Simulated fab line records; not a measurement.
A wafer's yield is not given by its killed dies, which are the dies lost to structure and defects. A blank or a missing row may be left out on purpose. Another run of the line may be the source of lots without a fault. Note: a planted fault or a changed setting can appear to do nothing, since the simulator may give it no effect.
fab line records ; flow rit_cmos
[record] lots = 14; wafers = 42; last_day = 7
route steps=202 shown PSD@145 M1@202
lots that met no fault: from a run of the same line without faults
start_h: start of the lot's first displayed wafer, in hours after the record's first day ; wait_h: hours since the lot's step before ; " repeats the value in the row above ; L1.1+2: a row that stands for several wafers ; - either no value or no given start ; * or withheld: withheld ; < > ~ a bound
route shown NAME@n: names a module that has steps shown in the file, with the first one's number in the route ; usual: mean and standard deviation over wafers with no fault ; same: alike in all rows ; chamber/n: place in a boat ; sites: each site's reading ; _std_site: how widely they spread, as a standard deviation ; _edge_site: inner sites' mean taken away from outer sites' mean ; radius_mm: for every site, how far away it sits from the centre of the wafer ; mask NAME#n: copy n ; behind: the tool/chamber that last shaped the wafer ; hold: what put the lot on hold/how long, in hours/how the hold closed ; device: names the non-switching transistor (n, p or np) ; end of line: the tests these same wafers got at the end of their route ; a step without rows: its recipe alone ; killed: at the first sort, the dies lost to defects and structure; wafer yield is something else ; map: a wafer's dies, marking killed ones x, the rest . and places with no die _
set.NAME: setting as actually run; set.NAME@STEP: the setting as run at that earlier step ; model.NAME: the simulator's own value behind a step, which no gauge read
a sample of lots followed through the steps of the route, with each step as a table and each wafer as a row
services: from which hour (start_h, from the record's first day; less than 0 if before it) a tool's chamber was out of use, for how many hours, and why
[[steps]]
[step RIT_PSD_EXPOSE_03]
[recipe] mask_id = M10; na = 0.57; target_cd_nm = 40900; dose_mj = 250
lot.wafer;tool;chamber;start_h;wait_h;mask
L595.2+4+6;iline_stepper-01;0;63.08;0.2;M10#0
L596.3+4+5;iline_stepper-01;0;65.65;0.1;M10#0
L597.3+4+6;iline_stepper-01;0;66.10;0.1;M10#0
L599.1+4+5;iline_stepper-02;0;78.43;0.2;M10#0
L600.1+3+5;iline_stepper-01;0;78.91;0.2;M10#0
L604.2+3+4;iline_stepper-02;0;96.23;0.1;M10#0
L603.1+3+6;iline_stepper-01;0;100.37;0.2;M10#0
L608.3+4+6;iline_stepper-02;0;120.02;0.2;M10#0
L610.1+5+6;iline_stepper-01;0;131.72;0.1;M10#0
L611.1+4+6;iline_stepper-01;0;137.60;0.1;M10#0
L612.2+3+5;iline_stepper-01;0;140.15;0.1;M10#0
L615.3+5+6;iline_stepper-01;0;150.48;0.2;M10#0
L617.4+5+6;iline_stepper-01;0;163.42;0.2;M10#0
L618.1+5+6;iline_stepper-01;0;169.10;0.1;M10#0
[step RIT_PSD_OVL_MEAS_06]
[usual] PSD_OVL = 0.7/1.2
lot.wafer;tool;chamber;start_h;wait_h;PSD_OVL[nm]
L595.2;overlay-01;-;63.47;-;2.0
L595.4;overlay-01;-;63.47;-;-2.3
L595.6;overlay-01;-;63.47;-;-1.0
L596.3;overlay-01;-;66.13;-;1.2
L596.4;overlay-01;-;66.13;-;0.7
L596.5;overlay-01;-;66.13;-;2.7
L597.3;overlay-01;-;66.47;-;0.8
L597.4;overlay-01;-;66.47;-;-0.5
L597.6;overlay-01;-;66.47;-;1.4
L599.1;overlay-02;-;78.86;-;-0.5
L599.4;overlay-02;-;78.86;-;1.8
L599.5;overlay-02;-;78.86;-;-1.3
L600.1;overlay-01;-;79.33;-;0.0
L600.3;overlay-01;-;79.33;-;2.0
L600.5;overlay-01;-;79.33;-;1.8
L604.2;overlay-02;-;96.62;-;128.8
L604.3;overlay-02;-;96.62;-;130.4
L604.4;overlay-02;-;96.62;-;129.4
L603.1;overlay-02;-;100.77;-;1.1
L603.3;overlay-02;-;100.77;-;0.0
L603.6;overlay-02;-;100.77;-;2.3
L608.3;overlay-02;-;120.40;-;130.7
L608.4;overlay-02;-;120.40;-;131.0
L608.6;overlay-02;-;120.40;-;131.9
L610.1;overlay-01;-;132.12;-;1.4
L610.5;overlay-01;-;132.12;-;1.9
L610.6;overlay-01;-;132.12;-;3.1
L611.1;overlay-02;-;138.00;-;1.8
L611.4;overlay-02;-;138.00;-;0.0
L611.6;overlay-02;-;138.00;-;1.6
L612.2;overlay-02;-;140.53;-;-1.1
L612.3;overlay-02;-;140.53;-;-1.1
L612.5;overlay-02;-;140.53;-;1.0
L615.3;overlay-02;-;150.86;-;0.3
L615.5;overlay-02;-;150.86;-;0.5
L615.6;overlay-02;-;150.86;-;1.3
L617.4;overlay-01;-;163.78;-;3.1
L617.5;overlay-01;-;163.78;-;3.0
L617.6;overlay-01;-;163.78;-;0.7
L618.1;overlay-02;-;169.50;-;2.0
L618.5;overlay-02;-;169.50;-;0.1
L618.6;overlay-02;-;169.50;-;-1.5
[step RIT_M1_PROBE_99]
[usual] killed_at_contacts = 0.1/0.23; killed_at_front_end = 6.6/2.8; killed_dies = 6.6/2.8; killed_open = 3.3/2; killed_short = 3.2/1.7
[same] gross_dies = 264; killed_at_M0_to_M3 = 0; killed_at_M4_up = 0; killed_at_back_side = 0; killed_at_other = 0
lot.wafer;tool;chamber;start_h;wait_h;killed_at_contacts;killed_at_front_end;killed_dies;killed_open;killed_short
L611.1;prober-02;-;146.70;0.1;0;9;9;3;5
L611.4;prober-02;-;146.85;0.2;0;10;10;5;5
L611.6;prober-02;-;146.95;0.2;0;15;15;11;3
// killed by level:class
L611.1 GATE:geometric_particle:open=2 REOX:geometric_particle:short=2 FOX1:geometric_particle:short=1 GATE:geometric_particle:short=1 REOX:geometric_particle:open=1 SPACER:geometric_particle:short=1 NLDD:coat_microbubble_printed=1
L611.4 GATE:geometric_particle:short=3 FOX1:geometric_particle:open=2 GATE:geometric_particle:open=2 REOX:geometric_particle:short=2 REOX:geometric_particle:open=1
L611.6 GATE:geometric_particle:open=8 FOX1:geometric_particle:open=2 GATE:geometric_particle:short=2 SILICIDE:geometric_particle:short=1 SILICIDE:geometric_particle:open=1 NWELL:coat_microbubble_printed=1
[[services]]
tool;chamber;start_h;hours;kind
iline_stepper-01;-;47.78;4.4;pm
iline_stepper-02;0;60.51;-;calibration
iline_stepper-01;0;70.12;-;calibration
iline_stepper-02;-;71.35;1.7;pm
iline_stepper-01;-;96.26;3.8;repair
iline_stepper-02;-;112.83;4.4;pm
iline_stepper-01;-;156.36;1.7;pm
iline_stepper-02;-;161.15;4.3;pm
[[key]]
[first_sign] step = RIT_PSD_OVL_MEAS_06; reading = PSD_OVL; direction = up; sigmas = 99+; usual = 0.7; struck = 130.4
effect none on later readings
met_at RIT_PSD_EXPOSE_03
struck_lots L604,L608
tester_left_out L604,L608
onset_between 78.43 96.23
[fault] kind = scanner_matching_overlay; tool = iline_stepper-02; chamber = -; onset_h = 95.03; steps = RIT_PSD_EXPOSE_03; offset = 130
// tester_left_out: of these lots the tester's yield and bins aren't shown, on N5 and GAA mostly nor the transistor test; their killed dies are dies lost to structure and defects alone, not to doping, threshold or leakage, so they don't give the yield
